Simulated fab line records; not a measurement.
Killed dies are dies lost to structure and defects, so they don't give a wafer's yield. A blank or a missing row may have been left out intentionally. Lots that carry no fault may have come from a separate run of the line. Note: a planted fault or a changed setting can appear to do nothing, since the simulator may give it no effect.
Split-lot study | flow rit cmos | 23 wafers read from 5 lots, route of 202 steps

== ON THE SPLIT ==
At RIT_GATE_CVD_08 (deposits poly-Si from SiH4, target thk 250 nm, time 2220 s), the setting pressure mtorr was moved away from the recipe's 300 mTorr on 20 of the 23 wafers read, by -7.0% to +10.5%. The other wafers ran this setting at the recipe's value.

Reading taken at the split's own step.

== THE READING ==
poly-Si_of_GATE_CVD_08.thk nm (the simulator's own value, which no gauge read), in nm, at RIT_GATE_CVD_08 (deposits poly-Si from SiH4, target thk 250 nm, time 2220 s). There is no usual value for it anywhere in the file. The 3 wafers here that ran the recipe average 246.8 nm, standard deviation 0.96 nm.

wafer  | tool, chamber at the split | pressure mtorr as run, mTorr | against the recipe | poly-Si_of_GATE_CVD_08.thk nm, nm | against lot-mates on the recipe
L074.1 | -, -                       | 330.8                        | +10.3%             | 257.9                             | no lot-mate on the recipe
L074.2 | -, -                       | 330.8                        | +10.3%             | 259.1                             | no lot-mate on the recipe
L074.3 | -, -                       | 330.8                        | +10.3%             | 260.7                             | no lot-mate on the recipe
L074.4 | -, -                       | 330.8                        | +10.3%             | 257.7                             | no lot-mate on the recipe
L074.6 | -, -                       | 330.8                        | +10.3%             | 256.5                             | no lot-mate on the recipe
L075.1 | -, -                       | 331.6                        | +10.5%             | 267.2                             | no lot-mate on the recipe
L075.2 | -, -                       | 331.6                        | +10.5%             | 266.2                             | no lot-mate on the recipe
L075.3 | -, -                       | 331.6                        | +10.5%             | 262.7                             | no lot-mate on the recipe
L075.4 | -, -                       | 331.6                        | +10.5%             | 265.4                             | no lot-mate on the recipe
L075.5 | -, -                       | 331.6                        | +10.5%             | 265.4                             | no lot-mate on the recipe
L078.1 | -, -                       | 317.6                        | +5.9%              | 257                               | no lot-mate on the recipe
L078.2 | -, -                       | 317.6                        | +5.9%              | 256.5                             | no lot-mate on the recipe
L078.4 | -, -                       | 317.6                        | +5.9%              | 256.2                             | no lot-mate on the recipe
L078.5 | -, -                       | 317.6                        | +5.9%              | 254.9                             | no lot-mate on the recipe
L078.6 | -, -                       | 317.6                        | +5.9%              | 254.5                             | no lot-mate on the recipe
L079.3 | lpcvd-02, 1                | 300                          | recipe             | 245.5                             | -
L079.4 | lpcvd-02, 1                | 300                          | recipe             | 247.8                             | -
L079.5 | lpcvd-02, 1                | 300                          | recipe             | 247.1                             | -
L084.1 | -, -                       | 279                          | -7.0%              | 242.1                             | no lot-mate on the recipe
L084.2 | -, -                       | 279                          | -7.0%              | 243.4                             | no lot-mate on the recipe
L084.4 | -, -                       | 279                          | -7.0%              | 240.1                             | no lot-mate on the recipe
L084.5 | -, -                       | 279                          | -7.0%              | 241.4                             | no lot-mate on the recipe
L084.6 | -, -                       | 279                          | -7.0%              | 241.6                             | no lot-mate on the recipe

FIT RESULTS
A straight line over all 23 wafers: poly-Si_of_GATE_CVD_08.thk nm changes by +1.19 nm for each +1% of pressure mtorr; r = +0.95; the points scatter about the line by 2.8 nm.
Too few moved wafers with a lot-mate on the recipe to fit a line net of each lot's own level.

== FILE'S OWN FIT ==
poly-Si_of_GATE_CVD_08.thk nm changes by +1.19 nm for each +1% of pressure mtorr, r = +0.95.
